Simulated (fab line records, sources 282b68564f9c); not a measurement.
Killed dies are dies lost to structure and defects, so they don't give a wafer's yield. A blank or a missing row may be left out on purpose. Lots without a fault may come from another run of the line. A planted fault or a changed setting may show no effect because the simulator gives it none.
fab line records | flow rit_cmos
record lots=7 wafers=21 last_day=7
route steps=202 shown PLDD@116 SPACER@125 NSD@131 PSD@142 SDANNEAL@153 SILICIDE@161 M1@202
lots that met no fault: from a run of the same line without faults
start_h: hours from the record's first day to the start of the lot's first wafer shown | wait_h: hours since the lot's step before | " the same as in the row above | L1.1+2: a row that stands for several wafers | - no value, or no start given | * or withheld: withheld | < > ~ a bound
route shown NAME@n: a module of which the file shows steps, and the number in the route of the first | usual: mean/standard deviation of fault-free wafers | same: alike in all rows | chamber/n: place in a boat | sites: the reading at each site | _std_site: their standard deviation | _edge_site: outer sites' mean less inner sites' | radius_mm: how far each site lies from the wafer's centre | mask NAME#n: copy n | behind: the tool/chamber that last shaped the wafer | hold: why the lot was held/for how many hours/how that ended | device: the transistor (n, p or np) that didn't switch | end of line: the same wafers' tests at the end of the route | a step without rows: its recipe alone | killed: dies lost to structure and defects at the first sort, not the wafer's yield | map: a wafer's dies, x killed, . not, _ none there
set.NAME: the setting as run; set.NAME@STEP: as run at that earlier step | model.NAME: the simulator's own value behind a step, which no gauge read
lots at some steps of the route; a table a step, a row a wafer
services: from which hour (start_h, from the record's first day; less than 0 if before it) a tool's chamber was out of use, for how many hours, and why
## steps
# step RIT_PLDD_SOFTBAKE_02
# recipe resist=NOVOLAK temp_c=90 time_s=60
# step RIT_PLDD_EXPOSE_03
# recipe mask_id=M8 na=0.57 target_cd_nm=40900 dose_mj=250
# step RIT_PLDD_PEB_04
# recipe resist=NOVOLAK temp_c=withheld time_s=withheld
# step RIT_PLDD_DEVELOP_05
# recipe resist=NOVOLAK develop_time_s=50 dev_temp_c=23
# step RIT_PLDD_OVL_MEAS_06
# usual PLDD_OVL=-1.6/1.5
# columns lot.wafer tool chamber start_h wait_h PLDD_OVL[nm]
L865.1 overlay-02 - 58.60 - -4.0
L865.5 " - " " -2.7
L865.6 " - " " -2.8
L868.1 overlay-02 - 72.54 - -2.9
L868.2 " - " " -3.5
L868.6 " - " " -3.5
L869.1 overlay-02 - 76.29 - -1.2
L869.2 " - " " -1.2
L869.5 " - " " 0.6
L870.3 overlay-02 - 86.89 - -0.7
L870.4 " - " " -1.4
L870.6 " - " " -0.9
L880.2 overlay-01 - 139.59 - -1.8
L880.4 " - " " -0.6
L880.6 " - " " -0.3
L881.1 overlay-01 - 150.88 - -0.8
L881.2 " - " " 0.6
L881.4 " - " " 0.9
L883.1 overlay-01 - 157.51 - -2.8
L883.3 " - " " -1.2
L883.4 " - " " -1.4
# step RIT_PLDD_HARDBAKE_07
# recipe resist=NOVOLAK temp_c=140 time_s=60
# step RIT_PLDD_IMPLANT_08
# recipe species=BF2 energy_kev=20 dose_cm2=9e+14 tilt_deg=7
# step RIT_PLDD_STRIP_09
# recipe chemistry=O2 time_s=180 resist=NOVOLAK platen_temp_c=withheld power_w=500 pressure_mtorr=4000 o2_flow_sccm=4000
# usual chamber_pressure_mTorr=4000/3.9 drypump_motor_current_A=5.8/0.59
# columns lot.wafer tool chamber start_h wait_h chamber_pressure_mTorr drypump_motor_current_A rf_hours_counter_h
L865.1 plasma_asher-04 1 58.94 0.1 3995 5.1 37
L865.5 " 0 " " 3999 5.2 -
L865.6 " 1 " " 4004 5.1 -
L868.1 plasma_asher-04 1 72.88 0.1 3990 5.1 39
L868.2 " 0 " " 3996 5.3 39
L868.6 " 1 " " 4001 5.2 -
L869.1 plasma_asher-04 0 76.63 0.1 4010 5.3 40
L869.2 " 1 " " 4002 5.1 40
L869.5 " 0 " " 4000 5.3 -
L870.3 plasma_asher-04 1 87.28 0.1 3997 5.2 -
L870.4 " 0 " " 3998 5.3 -
L870.6 " 1 " " 4007 5.2 -
L880.2 plasma_asher-02 0 140.45 0.1 4004 6.6 51
L880.4 " 1 " " 4002 6.3 -
L880.6 " 0 " " 3990 6.6 -
L881.1 plasma_asher-04 1 151.34 0.1 3996 5.1 47
L881.2 " 0 " " 3995 5.3 47
L881.4 " 0 " " 4003 5.3 -
L883.1 plasma_asher-03 0 157.85 0.1 4003 6.0 33
L883.3 " 1 " " 4005 6.4 -
L883.4 " 0 " " 3999 6.0 -
# step RIT_PLDD_TW_MEAS_10
# usual PLDD_TW=2333/13
# columns lot.wafer tool chamber start_h wait_h PLDD_TW
L865.1 film_metro-01 - 59.11 0.1 2341
L865.5 " - " " 2345
L865.6 " - " " 2353
L868.1 film_metro-02 - 73.05 0.1 2320
L868.2 " - " " 2331
L868.6 " - " " 2340
L869.1 film_metro-01 - 76.80 0.1 2338
L869.2 " - " " 2344
L869.5 " - " " 2345
L870.3 film_metro-04 - 87.41 0.1 2332
L870.4 " - " " 2328
L870.6 " - " " 2317
L880.2 film_metro-01 - 140.63 0.1 2326
L880.4 " - " " 2321
L880.6 " - " " 2327
L881.1 film_metro-01 - 151.52 0.1 2320
L881.2 " - " " 2331
L881.4 " - " " 2326
L883.1 film_metro-02 - 158.02 0.1 2351
L883.3 " - " " 2341
L883.4 " - " " 2353
# step RIT_SPACER_CLEAN_00
# recipe chemistry=SC1 mix=3:3:50 time_s=600 temp_c=75
# step RIT_SPACER_CLEAN_01
# recipe chemistry=dHF dilution=50:1 time_s=30
# step RIT_SPACER_CLEAN_02
# recipe chemistry=SC2 mix=3:3:50 time_s=600 temp_c=75 dry=n2_spin
# step RIT_SPACER_CVD_03
# recipe material=Si3N4 target_thk_nm=250 temp_c=810 precursor=SiH2Cl2/NH3 time_s=3300 pressure_mtorr=308.2 sih2cl2_flow_sccm=60 nh3_flow_sccm=150
# columns lot.wafer tool chamber start_h wait_h model.Si3N4_of_SPACER_CVD_03.thk_nm
L865.1 lpcvd-01 0 59.55 0.0 252.4
L865.5 " 0 " " 253
L865.6 " 0 " " 252.5
L868.1 lpcvd-01 1 73.50 0.0 222.4
L868.2 " 1 " " 220.4
L868.6 " 1 " " 221.6
L869.1 lpcvd-01 1 77.23 0.0 218.5
L869.2 " 1 " " 217.7
L869.5 " 1 " " 218.7
L870.3 lpcvd-01 0 87.82 0.0 221.8
L870.4 " 0 " " 221.5
L870.6 " 0 " " 222
L880.2 lpcvd-02 1 141.05 0.0 254.8
L880.4 " 1 " " 254.4
L880.6 " 1 " " 254.9
L881.1 lpcvd-01 0 151.96 0.0 252.6
L881.2 " 0 " " 254.3
L881.4 " 0 " " 253.8
L883.1 lpcvd-02 1 158.53 0.0 248.4
L883.3 " 1 " " 247.9
L883.4 " 1 " " 248.6
# step RIT_SPACER_THK_MEAS_04
# recipe reads=Si3N4_of_SPACER_CVD_03
# usual SPACER_NITRIDE_THK=251.2/2.7
# columns lot.wafer tool chamber start_h wait_h SPACER_NITRIDE_THK[nm]
L865.1 film_metro-03 - 61.47 0.0 252.6
L865.5 " - " " 252.9
L865.6 " - " " 252.5
L868.1 film_metro-04 - 75.41 0.0 222.4
L868.2 " - " " 220.4
L868.6 " - " " 221.4
L869.1 film_metro-02 - 79.15 0.0 218.4
L869.2 " - " " 217.7
L869.5 " - " " 218.8
L870.3 film_metro-04 - 89.76 0.0 221.7
L870.4 " - " " 221.6
L870.6 " - " " 221.8
L880.2 film_metro-02 - 142.98 0.0 254.8
L880.4 " - " " 254.6
L880.6 " - " " 255.1
L881.1 film_metro-03 - 153.88 0.0 252.6
L881.2 " - " " 254.1
L881.4 " - " " 253.9
L883.1 film_metro-04 - 160.45 0.0 248.5
L883.3 " - " " 247.8
L883.4 " - " " 248.5
# step RIT_SPACER_ETCHBACK_05
# recipe target_depth_a=2500 SF6_flow_sccm=30 CHF3_flow_sccm=30 target=Si3N4 chemistry=SF6/CHF3 pressure_mtorr=40 rf_w=250 time_s=240 stop_on=SiO2
# usual chamber_pressure_mTorr=40.00/0.037 drypump_motor_current_A=5.8/0.4 oes_product_au=0.842/0.013 throttle_valve_pct=10.26/0.11
# columns lot.wafer tool chamber start_h wait_h chamber_pressure_mTorr drypump_motor_current_A oes_product_au rf_hours_counter_h throttle_valve_pct model.etch.depth_nm
L865.1 rie_diel-03 1 61.53 0.1 39.95 5.7 0.838 124 10.21 252.4
L865.5 " 3 " " 40.08 5.9 0.845 - 10.16 253
L865.6 " 1 " " 39.97 5.7 0.838 - 10.21 252.5
L868.1 rie_diel-02 0 75.47 0.1 39.95 5.9 0.774 7 10.39 222.4
L868.2 " 3 " " 40.07 5.3 0.756 14 10.09 220.4
L868.6 " 0 " " 40.02 5.9 0.776 - 10.38 221.6
L869.1 rie_diel-04 1 79.21 0.1 40.00 5.0 0.783 20 10.36 218.5
L869.2 " 2 " " 40.01 5.5 0.765 30 10.33 217.7
L869.5 " 1 " " 40.04 5.0 0.787 - 10.35 218.7
L870.3 rie_diel-02 0 89.80 0.0 40.01 5.9 0.776 8 10.39 221.8
L870.4 " 1 " " 39.98 6.5 0.768 1 10.06 221.5
L870.6 " 0 " " 40.03 5.9 0.774 - 10.39 222
L880.2 rie_diel-04 3 143.03 0.0 40.00 5.6 0.835 9 10.37 254.8
L880.4 " 0 " " 40.04 5.7 0.845 56 10.37 254.4
L880.6 " 3 " " 39.96 5.6 0.829 - 10.36 254.9
L881.1 rie_diel-02 3 153.94 0.1 39.99 5.3 0.835 15 10.11 252.6
L881.2 " 2 " " 40.00 5.7 0.866 136 10.25 254.3
L881.4 " 0 " " 39.99 5.9 0.842 9 10.41 253.8
L883.1 rie_diel-03 0 160.51 0.1 40.03 6.2 0.839 111 10.26 248.4
L883.3 " 3 " " 39.99 5.9 0.835 111 10.18 247.9
L883.4 " 2 " " 39.99 6.3 0.820 2 10.28 248.6
# step RIT_NSD_HMDS_00
# recipe prime_time_s=60 prime_temp_c=140
# step RIT_NSD_COAT_01
# recipe resist=NOVOLAK spin_rpm=3250 resist_thk_nm=1000
# step RIT_NSD_SOFTBAKE_02
# recipe resist=NOVOLAK temp_c=90 time_s=60
# step RIT_NSD_EXPOSE_03
# recipe mask_id=M9 na=0.57 target_cd_nm=40700 dose_mj=250
# step RIT_NSD_PEB_04
# recipe resist=NOVOLAK temp_c=withheld time_s=withheld
# step RIT_NSD_DEVELOP_05
# recipe resist=NOVOLAK develop_time_s=50 dev_temp_c=23
# step RIT_NSD_OVL_MEAS_06
# usual NSD_OVL=-1.0/1.3
# columns lot.wafer tool chamber start_h wait_h NSD_OVL[nm]
L865.1 overlay-01 - 62.53 - -2.2
L865.5 " - " " -1.2
L865.6 " - " " -1.6
L868.1 overlay-01 - 76.47 - 1.2
L868.2 " - " " 1.2
L868.6 " - " " 1.5
L869.1 overlay-01 - 80.33 - -2.3
L869.2 " - " " -2.1
L869.5 " - " " -1.0
L870.3 overlay-01 - 90.81 - -1.7
L870.4 " - " " -2.4
L870.6 " - " " -1.7
L880.2 overlay-01 - 144.32 - -1.0
L880.4 " - " " -1.5
L880.6 " - " " -0.8
L881.1 overlay-02 - 154.94 - -3.0
L881.2 " - " " -2.5
L881.4 " - " " -1.5
L883.1 overlay-01 - 161.55 - -3.1
L883.3 " - " " -1.5
L883.4 " - " " -2.1
# step RIT_NSD_HARDBAKE_07
# recipe resist=NOVOLAK temp_c=140 time_s=60
# step RIT_NSD_IMPLANT_08
# recipe species=P energy_kev=25 dose_cm2=1e+15 tilt_deg=7
# step RIT_NSD_STRIP_09
# recipe chemistry=O2 time_s=180 resist=NOVOLAK platen_temp_c=withheld power_w=500 pressure_mtorr=4000 o2_flow_sccm=4000
# usual chamber_pressure_mTorr=4000/3.7 drypump_motor_current_A=5.7/0.43
# columns lot.wafer tool chamber start_h wait_h chamber_pressure_mTorr drypump_motor_current_A rf_hours_counter_h
L865.1 plasma_asher-01 0 62.87 0.1 4004 5.8 44
L865.5 " 1 " " 3998 5.5 -
L865.6 " 0 " " 4006 5.8 -
L868.1 plasma_asher-01 1 76.81 0.1 4005 5.5 46
L868.2 " 0 " " 3998 5.8 46
L868.6 " 1 " " 4002 5.5 -
L869.1 plasma_asher-04 1 80.70 0.1 4001 5.2 40
L869.2 " 0 " " 4003 5.3 40
L869.5 " 0 " " 3999 5.3 -
L870.3 plasma_asher-03 1 91.19 0.1 4003 6.4 -
L870.4 " 0 " " 3999 6.0 -
L870.6 " 1 " " 4001 6.5 -
L880.2 plasma_asher-03 0 144.65 0.1 3999 6.0 32
L880.4 " 1 " " 4000 6.4 -
L880.6 " 1 " " 3993 6.4 -
L881.1 plasma_asher-03 1 155.40 0.1 3999 6.4 33
L881.2 " 0 " " 4000 6.0 33
L881.4 " 1 " " 4004 6.4 -
L883.1 plasma_asher-01 0 161.94 0.1 4005 5.9 5
L883.3 " 0 " " 3995 5.9 -
L883.4 " 1 " " 3994 5.5 -
# step RIT_NSD_TW_MEAS_10
# usual NSD_TW=3105/18
# columns lot.wafer tool chamber start_h wait_h NSD_TW
L865.1 film_metro-04 - 63.04 0.1 3077
L865.5 " - " " 3096
L865.6 " - " " 3088
L868.1 film_metro-04 - 76.98 0.1 3079
L868.2 " - " " 3090
L868.6 " - " " 3088
L869.1 film_metro-01 - 80.88 0.1 3096
L869.2 " - " " 3116
L869.5 " - " " 3100
L870.3 film_metro-04 - 91.33 0.1 3112
L870.4 " - " " 3095
L870.6 " - " " 3095
L880.2 film_metro-02 - 144.83 0.1 3133
L880.4 " - " " 3131
L880.6 " - " " 3115
L881.1 film_metro-01 - 155.58 0.1 3083
L881.2 " - " " 3079
L881.4 " - " " 3081
L883.1 film_metro-01 - 162.12 0.1 3089
L883.3 " - " " 3089
L883.4 " - " " 3093
# step RIT_PSD_HMDS_00
# recipe prime_time_s=60 prime_temp_c=140
# step RIT_PSD_COAT_01
# recipe resist=NOVOLAK spin_rpm=3250 resist_thk_nm=1000
# step RIT_PSD_SOFTBAKE_02
# recipe resist=NOVOLAK temp_c=90 time_s=60
# step RIT_PSD_EXPOSE_03
# recipe mask_id=M10 na=0.57 target_cd_nm=40900 dose_mj=250
# step RIT_PSD_PEB_04
# recipe resist=NOVOLAK temp_c=withheld time_s=withheld
# step RIT_PSD_DEVELOP_05
# recipe resist=NOVOLAK develop_time_s=50 dev_temp_c=23
# step RIT_PSD_OVL_MEAS_06
# usual PSD_OVL=-0.7/1.4
# columns lot.wafer tool chamber start_h wait_h PSD_OVL[nm]
L865.1 overlay-02 - 63.95 - -1.6
L865.5 " - " " -1.1
L865.6 " - " " -2.2
L868.1 overlay-02 - 77.89 - -1.2
L868.2 " - " " -1.0
L868.6 " - " " -1.0
L869.1 overlay-01 - 81.79 - -2.0
L869.2 " - " " -3.2
L869.5 " - " " -2.8
L870.3 overlay-02 - 92.35 - -0.5
L870.4 " - " " 0.7
L870.6 " - " " -0.7
L880.2 overlay-01 - 145.87 - -0.4
L880.4 " - " " -0.7
L880.6 " - " " -0.8
L881.1 overlay-02 - 156.69 - -1.6
L881.2 " - " " -1.8
L881.4 " - " " -1.2
L883.1 overlay-01 - 163.44 - -1.4
L883.3 " - " " -0.3
L883.4 " - " " 0.0
# step RIT_PSD_HARDBAKE_07
# recipe resist=NOVOLAK temp_c=140 time_s=60
# step RIT_PSD_IMPLANT_08
# recipe species=BF2 energy_kev=26.73 dose_cm2=5e+15 tilt_deg=7
# step RIT_PSD_STRIP_09
# recipe chemistry=O2 time_s=180 resist=NOVOLAK platen_temp_c=withheld power_w=500 pressure_mtorr=4000 o2_flow_sccm=4000
# usual chamber_pressure_mTorr=4000/3.4 drypump_motor_current_A=6.1/0.36
# columns lot.wafer tool chamber start_h wait_h chamber_pressure_mTorr drypump_motor_current_A rf_hours_counter_h
L865.1 plasma_asher-01 0 64.29 0.1 4005 5.9 44
L865.5 " 0 " " 4000 5.8 -
L865.6 " 1 " " 4003 5.5 -
L868.1 plasma_asher-01 1 78.23 0.1 4005 5.5 46
L868.2 " 0 " " 4000 5.8 46
L868.6 " 1 " " 3996 5.5 -
L869.1 plasma_asher-02 0 82.12 0.1 3999 6.6 46
L869.2 " 1 " " 3999 6.3 46
L869.5 " 1 " " 3996 6.3 -
L870.3 plasma_asher-03 1 92.74 0.1 3994 6.4 -
L870.4 " 0 " " 3998 6.0 -
L870.6 " 1 " " 3998 6.4 -
L880.2 plasma_asher-01 1 146.20 0.1 4003 5.5 3
L880.4 " 0 " " 4002 5.9 -
L880.6 " 1 " " 4000 5.5 -
L881.1 plasma_asher-01 1 157.02 0.1 4004 5.5 5
L881.2 " 0 " " 3998 5.8 5
L881.4 " 0 " " 3995 5.8 -
L883.1 plasma_asher-03 0 163.95 0.1 4001 6.1 34
L883.3 " 1 " " 4002 6.4 -
L883.4 " 0 " " 3999 6.0 -
# step RIT_PSD_TW_MEAS_10
# usual PSD_TW=3406/18
# columns lot.wafer tool chamber start_h wait_h PSD_TW
L865.1 film_metro-04 - 64.46 0.1 3393
L865.5 " - " " 3405
L865.6 " - " " 3402
L868.1 film_metro-02 - 78.40 0.1 3422
L868.2 " - " " 3400
L868.6 " - " " 3395
L869.1 film_metro-04 - 82.30 0.1 3389
L869.2 " - " " 3399
L869.5 " - " " 3401
L870.3 film_metro-02 - 92.87 0.1 3409
L870.4 " - " " 3403
L870.6 " - " " 3408
L880.2 film_metro-04 - 146.38 0.1 3387
L880.4 " - " " 3381
L880.6 " - " " 3403
L881.1 film_metro-04 - 157.20 0.1 3412
L881.2 " - " " 3402
L881.4 " - " " 3379
L883.1 film_metro-02 - 164.13 0.1 3436
L883.3 " - " " 3417
L883.4 " - " " 3428
# step RIT_SDANNEAL_CLEAN_00
# recipe chemistry=SC1 mix=3:3:50 time_s=600 temp_c=75
# step RIT_SDANNEAL_CLEAN_01
# recipe chemistry=dHF dilution=50:1 time_s=30
# step RIT_SDANNEAL_CLEAN_02
# recipe chemistry=SC2 mix=3:3:50 time_s=600 temp_c=75 dry=n2_spin
# step RIT_SDANNEAL_RTA_03
# recipe temp_c=1050 time_s=5 idle_temp_c=600 ramp_up_c_per_s=342 ramp_down_c_per_s=171 cool_to_c=600 ambient=N2
# usual wafer_temp_C_max=1053.4/1.1
# columns lot.wafer tool chamber start_h wait_h wafer_temp_C_max
L865.1 rtp_anneal-01 0 64.96 0.0 1054.3
L865.5 " 0 " " 1051.7
L865.6 " 0 " " 1054.3
L868.1 rtp_anneal-02 0 78.83 0.0 1052.2
L868.2 " 0 " " 1054.3
L868.6 " 0 " " 1052.8
L869.1 rtp_anneal-01 0 82.73 0.0 1052.2
L869.2 " 0 " " 1051.6
L869.5 " 0 " " 1053.3
L870.3 rtp_anneal-02 0 93.33 0.0 1054.0
L870.4 " 0 " " 1052.4
L870.6 " 0 " " 1052.9
L880.2 rtp_anneal-01 0 146.81 0.0 1054.1
L880.4 " 0 " " 1052.8
L880.6 " 0 " " 1051.7
L881.1 rtp_anneal-02 0 157.63 0.0 1052.3
L881.2 " 0 " " 1055.0
L881.4 " 0 " " 1052.9
L883.1 rtp_anneal-02 0 164.55 0.0 1053.4
L883.3 " 0 " " 1053.3
L883.4 " 0 " " 1053.0
# step RIT_SDANNEAL_RS_MEAS_04
# recipe thk_meas_gauge=four-point-probe
# usual PSD_RS=116.5/0.31
# columns lot.wafer tool chamber start_h wait_h PSD_RS[ohm/sq]
L865.1 film_metro-01 - 65.01 0.0 116.7
L865.5 " - " " 116.9
L865.6 " - " " 116.6
L868.1 film_metro-04 - 78.89 0.0 116.7
L868.2 " - " " 116.8
L868.6 " - " " 117.1
L869.1 film_metro-02 - 82.78 0.0 116.3
L869.2 " - " " 116.6
L869.5 " - " " 116.6
L870.3 film_metro-01 - 93.41 0.1 116.6
L870.4 " - " " 116.7
L870.6 " - " " 116.7
L880.2 film_metro-01 - 146.88 0.1 116.7
L880.4 " - " " 116.4
L880.6 " - " " 116.6
L881.1 film_metro-01 - 157.68 0.0 116.8
L881.2 " - " " 116.4
L881.4 " - " " 116.5
L883.1 film_metro-04 - 164.61 0.0 116.6
L883.3 " - " " 116.3
L883.4 " - " " 116.3
# step RIT_SILICIDE_WET_ETCH_00
# recipe chemistry=BOE target=SiO2 target_depth_nm=14 time_s=15 dry=n2_spin dilution=10:1 temp_c=21.5
# columns lot.wafer tool chamber start_h wait_h model.Si3N4_of_SPACER_CVD_03.thk_nm
L865.1 wet_bench-03 0 65.49 0.1 196.4
L865.5 " 0 " " 196.1
L865.6 " 0 " " 195.6
L868.1 wet_bench-02 2 79.37 0.1 175
L868.2 " 2 " " 171.7
L868.6 " 2 " " 174.6
L869.1 wet_bench-01 3 83.26 0.1 171
L869.2 " 3 " " 170.1
L869.5 " 3 " " 170.9
L870.3 wet_bench-01 0 93.85 0.1 174.5
L870.4 " 0 " " 172.4
L870.6 " 0 " " 174.3
L880.2 wet_bench-02 2 147.34 0.1 198.9
L880.4 " 2 " " 199.7
L880.6 " 2 " " 198.7
L881.1 wet_bench-01 0 158.16 0.1 197.5
L881.2 " 0 " " 197.4
L881.4 " 0 " " 199.5
L883.1 wet_bench-01 0 165.09 0.1 194.4
L883.3 " 0 " " 193.9
L883.4 " 0 " " 193.7
# step RIT_M1_PROBE_99
# usual killed_at_contacts=0.1/0.23 killed_at_front_end=6.6/2.9 killed_dies=6.7/3 killed_open=3.5/2.1 killed_short=3.2/1.8
# same gross_dies=264 killed_at_M0_to_M3=0 killed_at_M4_up=0 killed_at_back_side=0 killed_at_other=0
# columns lot.wafer tool chamber start_h wait_h killed_at_contacts killed_at_front_end killed_dies killed_open killed_short model.etest.pmos_0p15.r_on_ohm_um model.etest.pmos_turned.r_on_ohm_um model.etest.nmos_0p15.r_on_ohm_um model.etest.nmos_0p3.r_on_ohm_um model.etest.nplus_sal.width_nm model.etest.pplus_sal.width_nm model.etest.pwell_pinched.rs_ohm_sq model.etest.nwell_pinched.rs_ohm_sq
L865.1 prober-02 - 72.56 0.1 0 4 4 4 0 2826 3461 1149 2144 3441 3467 459.3 342.2
L865.5 prober-02 - 72.76 0.2 1 4 5 2 3 2728 3350 1137 2118 3452 3484 463.7 345.1
L865.6 prober-02 - 72.81 0.2 0 4 4 3 1 2835 3428 1160 2149 3473 3462 456.2 346.7
L868.1 prober-02 - 86.26 0.1 0 8 8 2 6 2688 3362 1178 2191 3466 3468 469.5 350.6
L868.2 prober-02 - 86.31 0.1 0 3 3 2 1 2856 3497 1284 2264 3521 3486 477.5 361.4
L868.6 prober-02 - 86.51 0.2 0 3 3 1 2 2657 3274 1171 2169 3478 3473 467.5 351.1
L869.1 prober-01 - 90.19 0.1 0 3 3 1 2 2822 3424 1271 2253 3503 3508 480.5 362.5
L869.2 prober-01 - 90.24 0.1 0 3 3 1 2 2794 3338 1277 2238 3514 3493 480.4 361.3
L869.5 prober-01 - 90.39 0.2 0 3 3 1 2 2835 3468 1291 2268 3522 3512 475.2 360.6
L870.3 prober-02 - 100.93 0.2 0 10 10 7 3 2787 3410 1201 2144 3509 3486 484.1 353.4
L870.4 prober-02 - 100.98 0.2 1 8 9 4 5 2935 3556 1278 2246 3511 3517 490.8 361.6
L870.6 prober-02 - 101.08 0.2 0 10 10 5 5 2830 3484 1216 2189 3497 3498 489.2 356.6
L880.2 prober-01 - 155.82 0.1 0 8 8 4 4 2769 3424 1164 2180 3465 3476 457.2 340.9
L880.4 prober-01 - 155.92 0.2 0 6 6 4 2 2721 3394 1132 2176 3445 3463 455.5 336.5
L880.6 prober-01 - 156.02 0.2 0 6 6 5 1 2797 3442 1177 2196 3488 3471 457.5 340
L881.1 prober-02 - 172.66 0.1 0 11 11 8 3 2612 3253 1088 2109 3428 3460 448.6 338.9
L881.2 prober-02 - 172.71 0.1 0 10 10 6 4 2730 3369 1142 2172 3453 3462 467.3 340.9
L881.4 prober-02 - 172.81 0.2 0 14 14 8 6 2677 3311 1086 2107 3434 3430 448.2 335.1
L883.1 prober-01 - 172.66 0.1 0 6 6 2 4 2740 3418 1107 2113 3481 3467 450.3 341.1
L883.3 prober-01 - 172.76 0.2 0 6 6 3 3 2808 3454 1113 2139 3442 3447 453 342.3
L883.4 prober-01 - 172.81 0.2 0 0 0 0 0 2806 3432 1129 2127 3466 3488 454.3 343.9
# killed by level:class
L865.1 FOX1:geometric_particle:open=2 FOX2:geometric_particle:open=1 SPACER:geometric_particle:open=1
L865.5 GATE:geometric_particle:open=2 FOX1:geometric_particle:short=1 GATE:geometric_particle:short=1 CONTACT:geometric_particle:short=1
L865.6 FOX2:geometric_particle:open=1 GATE:geometric_particle:short=1 REOX:geometric_particle:open=1 SPACER:geometric_particle:open=1
L868.1 FOX2:geometric_particle:short=5 FOX2:geometric_particle:open=1 GATE:geometric_particle:short=1 GATE:geometric_particle:open=1
L868.2 GATE:geometric_particle:short=1 GATE:geometric_particle:open=1 SPACER:geometric_particle:open=1
L868.6 FOX1:geometric_particle:short=1 GATE:geometric_particle:short=1 GATE:geometric_particle:open=1
L869.1 GATE:geometric_particle:open=1 REOX:geometric_particle:short=1 SPACER:geometric_particle:short=1
L869.2 FOX2:geometric_particle:open=1 GATE:geometric_particle:short=1 SILICIDE:geometric_particle:short=1
L869.5 GATE:geometric_particle:short=2 GATE:geometric_particle:open=1
L870.3 REOX:geometric_particle:open=3 GATE:geometric_particle:short=2 SILICIDE:geometric_particle:open=2 FOX2:geometric_particle:open=1 REOX:geometric_particle:short=1 SPACER:geometric_particle:open=1
L870.4 FOX1:geometric_particle:open=2 SILICIDE:geometric_particle:short=2 FOX1:geometric_particle:short=1 FOX2:geometric_particle:short=1 GATE:geometric_particle:open=1 REOX:geometric_particle:open=1 CONTACT:geometric_particle:short=1
L870.6 REOX:geometric_particle:open=2 REOX:geometric_particle:short=2 FOX1:geometric_particle:short=1 FOX2:geometric_particle:open=1 GATE:geometric_particle:open=1 GATE:geometric_particle:short=1 SPACER:geometric_particle:open=1 SILICIDE:geometric_particle:short=1
L880.2 GATE:geometric_particle:short=4 GATE:geometric_particle:open=4
L880.4 GATE:geometric_particle:open=3 FOX1:geometric_particle:open=1 FOX2:geometric_particle:short=1 GATE:geometric_particle:short=1
L880.6 SPACER:geometric_particle:open=4 GATE:geometric_particle:open=1 GATE:geometric_particle:short=1
L881.1 REOX:geometric_particle:open=4 FOX1:geometric_particle:short=1 FOX1:geometric_particle:open=1 GATE:geometric_particle:short=1 GATE:geometric_particle:open=1 REOX:geometric_particle:short=1 SPACER:geometric_particle:open=1 SILICIDE:geometric_particle:open=1
L883.1 FOX1:geometric_particle:open=2 FOX1:geometric_particle:short=2 REOX:geometric_particle:short=2
L881.2 REOX:geometric_particle:open=3 REOX:geometric_particle:short=2 SPACER:geometric_particle:open=2 GATE:geometric_particle:short=1 SILICIDE:geometric_particle:open=1 SILICIDE:geometric_particle:short=1
L883.3 FOX1:geometric_particle:short=2 FOX1:geometric_particle:open=1 GATE:geometric_particle:open=1 REOX:geometric_particle:open=1 SILICIDE:geometric_particle:short=1
L881.4 GATE:geometric_particle:short=4 SILICIDE:geometric_particle:open=3 GATE:geometric_particle:open=2 SILICIDE:geometric_particle:short=2 FOX1:geometric_particle:open=1 REOX:geometric_particle:open=1 SPACER:geometric_particle:open=1
## services
# columns tool chamber start_h hours kind
plasma_asher-02 - 39.68 0.8 repair
plasma_asher-03 - 42.53 45.4 repair
rie_diel-03 2 51.93 - clean
rie_diel-03 2 51.93 17.4 scheduled_down
rie_diel-03 2 51.93 17.4 vent_cycle
rie_diel-02 - 53.37 0.7 repair
rie_diel-02 - 60.12 2.8 pm
rie_diel-02 2 66.32 9.4 repair
rie_diel-03 2 81.55 8.1 repair
rie_diel-04 - 90.44 2.9 repair
rtp_anneal-01 - 96.00 3.4 pm
rie_diel-03 1 104.77 2.6 repair
plasma_asher-01 - 108.75 9.0 pm
plasma_asher-01 0 108.75 9.0 vent_cycle
plasma_asher-01 1 108.75 9.0 vent_cycle
plasma_asher-02 - 111.76 0.5 repair
plasma_asher-01 0 117.75 - clean
plasma_asher-01 1 117.75 - clean
rie_diel-02 - 124.78 0.1 repair
plasma_asher-02 - 127.91 2.8 pm
rie_diel-03 1 134.34 5.9 repair
rie_diel-04 3 147.36 4.4 repair
rie_diel-02 2 159.42 1.4 repair
rie_diel-03 2 161.99 16.0 repair
## key
first_sign step=RIT_SPACER_THK_MEAS_04 reading=SPACER_NITRIDE_THK direction=down sigmas=12 usual=251.2 struck=220.5
effect step=RIT_SPACER_ETCHBACK_05 reading=oes_product_au direction=down sigmas=5.3 usual=0.842 struck=0.773
model_effect step=RIT_SPACER_CVD_03 value=Si3N4_of_SPACER_CVD_03.thk_nm without=250.6 struck=220.5
model_effect step=RIT_SPACER_ETCHBACK_05 value=etch.depth_nm without=250.6 struck=220.5
model_effect step=RIT_SILICIDE_WET_ETCH_00 value=Si3N4_of_SPACER_CVD_03.thk_nm without=196.4 struck=172.7
model_effect step=RIT_M1_PROBE_99 value=etest.pmos_0p15.r_on_ohm_um without=2651 struck=2801
met_at RIT_SPACER_CVD_03
struck_wafers L868.1,L868.2,L868.6,L869.1,L869.2,L869.5,L870.3,L870.4,L870.6
tester_left_out L868,L869,L870
onset_between 59.55 73.50
fault kind=process_parameter_drift tool=lpcvd-01 chamber=- onset_h=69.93 steps=RIT_SPACER_CVD_03 channel=target_thk_nm offset=-29.833 shape=step end_h=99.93 acts_in=these_recipes_only stated=250
# tester_left_out: of these lots the tester's yield and bins aren't shown, on N5 and GAA mostly nor the transistor test; their killed dies are dies lost to structure and defects alone, not to doping, threshold or leakage, so they don't give the yield
